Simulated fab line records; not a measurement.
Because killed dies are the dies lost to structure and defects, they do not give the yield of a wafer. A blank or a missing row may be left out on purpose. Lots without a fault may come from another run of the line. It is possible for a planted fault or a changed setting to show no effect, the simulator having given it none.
Problem report, 8D (eight disciplines) form, completed by code	flow berkeley_cmos170	the parts of the form that need people (team, actions taken, sign-off) are left out

== 1. WHAT IS WRONG ==
GATE_POLY_THK at UCB170_GATE_THK_MEAS_05 reads a mean of 237.9 nm on 6 wafers of 2 lots; wafers without a fault read 214.4 nm with a standard deviation of 2. That puts it +12 standard deviations away from the usual mean.
Seen first at day 9 13:55 on film_metro-04, wafer L879.1. Wafers with a number at this step in the record: 42, from 14 lots. Rule for "out", or "out of limits": more than 4 standard deviations from the usual mean. The other wafers with a number count as sound.

== 2. WHAT IT IS; WHAT IT IS NOT ==
question	is	is not
which readings at this step	GATE_POLY_THK	-
which lots	L879, L880	L861, L862, L863, L864, L865, L866, L867, L868, L869, L870, L874, L881
which wafers of those lots	all that have a number	-
read on which gauges	film_metro-01, film_metro-04	film_metro-03
when	from day 9 13:55	up to then (33 sound wafers); but 3 sound wafers of L881 came after

== 3. WHAT RULES OUT EACH SUSPECT ==
Counting: a tool at any process step up to the reading remains a suspect when it ran all the lots that are out and ran no sound lot after the first of those.
- the gauge at UCB170_GATE_THK_MEAS_05: ruled out. 2 gauges (film_metro-01, film_metro-04) read the wafers that are out.
- lpcvd-01 at UCB170_GATE_CVD_04 (deposits poly-Si from SiH4, time 1440 s, target thk 214 nm): ruled out as a lasting fault. Sound lots L881 ran on it after its first lot that is out, L879 (day 9 12:31).
Left after counting: nothing in the record.

== 4. THE CAUSE (what the simulator had put in) ==
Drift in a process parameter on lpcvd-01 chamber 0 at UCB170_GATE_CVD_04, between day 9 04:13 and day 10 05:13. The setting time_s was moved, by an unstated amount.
Counting ruled it out, wrongly: the rule takes a fault to strike every lot that its tool runs from its start on, and this one did not.

== 5. THE CHAIN OF EFFECTS, in route order ==
Each row: a reading where the mean over the struck wafers with a number is more than 3 standard deviations away from the usual. Readings are gone through only where the record gives a usual standard deviation; hours: the median, over the lots, of the time from a lot's start at the first step in this table giving one to that lot's start at this step; sigmas: the change measured in usual standard deviations.
hours	step	reading	usual	on struck wafers	change	sigmas
0	UCB170_GATE_THK_MEAS_05	GATE_POLY_THK	214.4 nm	237.9	+23.5	+12
5	UCB170_GATE_ETCH_15	oes_product_au	0.830 a.u.	0.894	+0.064	+5.3
Its process steps:
- UCB170_GATE_ETCH_15: etches poly-Si in HBr/Cl2, stops on SiO2, time 56.3 s, target depth 278.2 nm.

== 6. WHAT WOULD HAVE CAUGHT IT SOONER ==
Counted from the fault's start at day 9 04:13, it took 10 hours until the first out-of-limits reading at a measuring or inspecting step in this record, taken at day 9 13:55.
No tool reading at UCB170_GATE_CVD_04 that has a usual standard deviation in the record was out on any struck wafer, so an alarm limit of 4 standard deviations on those readings would not have fired.
